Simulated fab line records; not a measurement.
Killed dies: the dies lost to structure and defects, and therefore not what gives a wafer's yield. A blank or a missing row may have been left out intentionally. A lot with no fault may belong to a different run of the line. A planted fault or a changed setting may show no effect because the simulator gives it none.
Split-lot study || flow berkeley-cmos170 || 5 lots, 23 wafers read, on a route of 331 steps

## SPLIT DETAILS
At UCB170_PVT_IMPLANT_07, the setting dose-cm2 was moved away from the recipe's 2e+12 on 5 of the 23 wafers read, by -5.7% to -5.6%. The other wafers ran this setting at the recipe's value.

## FROM SPLIT TO READING: 1 step shown by the file between the two
- UCB170_PVT_STRIP_08: strips in O2

## THE READING
PVT_TW, at UCB170_PVT_TW_MEAS_09. A value of 508 with a standard deviation of 3.2 is what fault-free wafers of this fab line usually give.

{"wafer": "L074.1", "tool, chamber at the split": "implanter-01, 0", "dose-cm2 as run": 2e+12, "against the recipe": "recipe", "PVT_TW": 505, "against lot-mates on the recipe": "-"}
{"wafer": "L074.2", "tool, chamber at the split": "implanter-01, 0", "dose-cm2 as run": 2e+12, "against the recipe": "recipe", "PVT_TW": 504, "against lot-mates on the recipe": "-"}
{"wafer": "L074.4", "tool, chamber at the split": "implanter-01, 0", "dose-cm2 as run": 2e+12, "against the recipe": "recipe", "PVT_TW": 502, "against lot-mates on the recipe": "-"}
{"wafer": "L074.5", "tool, chamber at the split": "implanter-01, 0", "dose-cm2 as run": 2e+12, "against the recipe": "recipe", "PVT_TW": 504, "against lot-mates on the recipe": "-"}
{"wafer": "L074.6", "tool, chamber at the split": "implanter-01, 0", "dose-cm2 as run": 2e+12, "against the recipe": "recipe", "PVT_TW": 507, "against lot-mates on the recipe": "-"}
{"wafer": "L075.1", "tool, chamber at the split": "implanter-01, 0", "dose-cm2 as run": 1.886e+12, "against the recipe": "-5.7%", "PVT_TW": 503, "against lot-mates on the recipe": -12}
{"wafer": "L075.2", "tool, chamber at the split": "implanter-01, 0", "dose-cm2 as run": 1.886e+12, "against the recipe": "-5.7%", "PVT_TW": 503, "against lot-mates on the recipe": -12}
{"wafer": "L075.4", "tool, chamber at the split": "implanter-01, 0", "dose-cm2 as run": 2e+12, "against the recipe": "recipe", "PVT_TW": 514, "against lot-mates on the recipe": "-"}
{"wafer": "L075.5", "tool, chamber at the split": "implanter-01, 0", "dose-cm2 as run": 2e+12, "against the recipe": "recipe", "PVT_TW": 515, "against lot-mates on the recipe": "-"}
{"wafer": "L075.6", "tool, chamber at the split": "implanter-01, 0", "dose-cm2 as run": 1.886e+12, "against the recipe": "-5.7%", "PVT_TW": 505, "against lot-mates on the recipe": -10}
{"wafer": "L078.1", "tool, chamber at the split": "implanter-01, 0", "dose-cm2 as run": 1.887e+12, "against the recipe": "-5.6%", "PVT_TW": 495, "against lot-mates on the recipe": -12}
{"wafer": "L078.3", "tool, chamber at the split": "implanter-01, 0", "dose-cm2 as run": 1.887e+12, "against the recipe": "-5.6%", "PVT_TW": 497, "against lot-mates on the recipe": -10}
{"wafer": "L078.4", "tool, chamber at the split": "implanter-01, 0", "dose-cm2 as run": 2e+12, "against the recipe": "recipe", "PVT_TW": 508, "against lot-mates on the recipe": "-"}
{"wafer": "L078.5", "tool, chamber at the split": "implanter-01, 0", "dose-cm2 as run": 2e+12, "against the recipe": "recipe", "PVT_TW": 506, "against lot-mates on the recipe": "-"}
{"wafer": "L078.6", "tool, chamber at the split": "implanter-01, 0", "dose-cm2 as run": 2e+12, "against the recipe": "recipe", "PVT_TW": 506, "against lot-mates on the recipe": "-"}
{"wafer": "L079.2", "tool, chamber at the split": "implanter-03, 0", "dose-cm2 as run": 2e+12, "against the recipe": "recipe", "PVT_TW": 505, "against lot-mates on the recipe": "-"}
{"wafer": "L079.4", "tool, chamber at the split": "implanter-03, 0", "dose-cm2 as run": 2e+12, "against the recipe": "recipe", "PVT_TW": 506, "against lot-mates on the recipe": "-"}
{"wafer": "L079.5", "tool, chamber at the split": "implanter-03, 0", "dose-cm2 as run": 2e+12, "against the recipe": "recipe", "PVT_TW": 506, "against lot-mates on the recipe": "-"}
{"wafer": "L083.2", "tool, chamber at the split": "implanter-03, 0", "dose-cm2 as run": 2e+12, "against the recipe": "recipe", "PVT_TW": 515, "against lot-mates on the recipe": "-"}
{"wafer": "L083.3", "tool, chamber at the split": "implanter-03, 0", "dose-cm2 as run": 2e+12, "against the recipe": "recipe", "PVT_TW": 512, "against lot-mates on the recipe": "-"}
{"wafer": "L083.4", "tool, chamber at the split": "implanter-03, 0", "dose-cm2 as run": 2e+12, "against the recipe": "recipe", "PVT_TW": 510, "against lot-mates on the recipe": "-"}
{"wafer": "L083.5", "tool, chamber at the split": "implanter-03, 0", "dose-cm2 as run": 2e+12, "against the recipe": "recipe", "PVT_TW": 511, "against lot-mates on the recipe": "-"}
{"wafer": "L083.6", "tool, chamber at the split": "implanter-03, 0", "dose-cm2 as run": 2e+12, "against the recipe": "recipe", "PVT_TW": 513, "against lot-mates on the recipe": "-"}

FIT RESULTS
A straight line over all 23 wafers: PVT_TW changes by +1.35 for each +1% of dose-cm2; r = +0.62; the points scatter about the line by 4.2.
The same after taking each lot's own level away (the mean of its wafers on the recipe; 23 wafers): +1.9 for each +1%; r = +0.96; scatter 1.3.
According to that fit, moving dose-cm2 by its largest amount changes the reading by 11.
Across the lots, their own levels run from 504.4 to 514.5, a range of 3.2 times the standard deviation given above.
So the lot-to-lot level blurs the effect unless lot-mates are compared.
Check: for one of the wafers moved furthest among these (-5.7%), held out of the fit, the line's prediction against its lot-mates is -10.6. It came out at -11.5 against them.

## OTHER SPLITS ON THESE WAFERS
These wafers also went through other splits before the reading. Each is held against what the fit with the lots' levels taken away leaves over:
{"other split on the same wafers": "UCB170_ZERO_COAT_01 spin-rpm", "wafers away from the commonest value": 10, "r with PVT_TW (lot level and that fit taken away)": "+0.19"}
{"other split on the same wafers": "UCB170_ZERO_DEVELOP_05 develop-time-s", "wafers away from the commonest value": 11, "r with PVT_TW (lot level and that fit taken away)": -0.25}
{"other split on the same wafers": "UCB170_NWELL_CVD_04 sih2cl2-flow-sccm", "wafers away from the commonest value": 18, "r with PVT_TW (lot level and that fit taken away)": "+0.00"}
{"other split on the same wafers": "UCB170_PWELL_OXIDATION_02 ox-time-s", "wafers away from the commonest value": 15, "r with PVT_TW (lot level and that fit taken away)": "+0.00"}
{"other split on the same wafers": "UCB170_PWELL_PEB_11 peb-temp-c", "wafers away from the commonest value": 4, "r with PVT_TW (lot level and that fit taken away)": "+0.14"}
{"other split on the same wafers": "UCB170_WELLDRIVE_OXIDATION_01 ox-time-s", "wafers away from the commonest value": 10, "r with PVT_TW (lot level and that fit taken away)": "+0.00"}
{"other split on the same wafers": "UCB170_ACTIVE_OXIDATION_02 ox-time-s", "wafers away from the commonest value": 18, "r with PVT_TW (lot level and that fit taken away)": "+0.00"}
{"other split on the same wafers": "UCB170_ACTIVE_COAT_08 resist-thk-nm", "wafers away from the commonest value": 5, "r with PVT_TW (lot level and that fit taken away)": -0.36}

## FILE'S OWN FIT
PVT_TW changes by +1.91 for each +1% of dose-cm2, r = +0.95.
